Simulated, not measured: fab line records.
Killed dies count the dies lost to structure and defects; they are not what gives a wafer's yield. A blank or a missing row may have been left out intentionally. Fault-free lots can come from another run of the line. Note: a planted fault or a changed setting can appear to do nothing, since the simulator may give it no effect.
Which tool was responsible?    flow berkeleyCmos170    21 wafers sampled from 7 lots at 1 step of a route of 331

WHAT THE GAUGES READ, wafer by wafer
UCB170_PFIELD_OVL_MEAS_06.
lot   measured     on          PFIELD_OVL (nm)
L671  day 4 18:32  overlay-01  1 -2 3
L678  day 6 09:40  overlay-01  2 10 11
L680  day 6 22:50  overlay-01  0 7 3
L682  day 7 06:15  overlay-02  2 5 4
L685  day 7 21:07  overlay-01  1 1 2
L687  day 8 09:46  overlay-02  5 1 1
L689  day 9 07:26  overlay-02  -6 -1 2

WHICH TOOL RAN EACH LOT (tool, then ch and the chambers of the sampled wafers, then the start)
The record shows no process step preceding these readings.

THE ANSWER, worked out from the rows above alone
Rule: the lots themselves supply what counts as usual. The widest of any qualifying gaps counts: lots, ordered by their means at a reading, are off when they make up no more than a third of the lots, leave a main group of 4 or more, and stand apart from it by 3 or more times the standard deviation of that group's means. Not used: any main group whose means are identical at the precision the tables above print for the reading. A lot without any number at a reading at which 4 lots or more have one is off too. Where the step has rows for the other lots, those lots are counted as sound.
No lot is off at any reading shown: from this, nothing can be told.

WHAT THE SIMULATOR HAD INSERTED
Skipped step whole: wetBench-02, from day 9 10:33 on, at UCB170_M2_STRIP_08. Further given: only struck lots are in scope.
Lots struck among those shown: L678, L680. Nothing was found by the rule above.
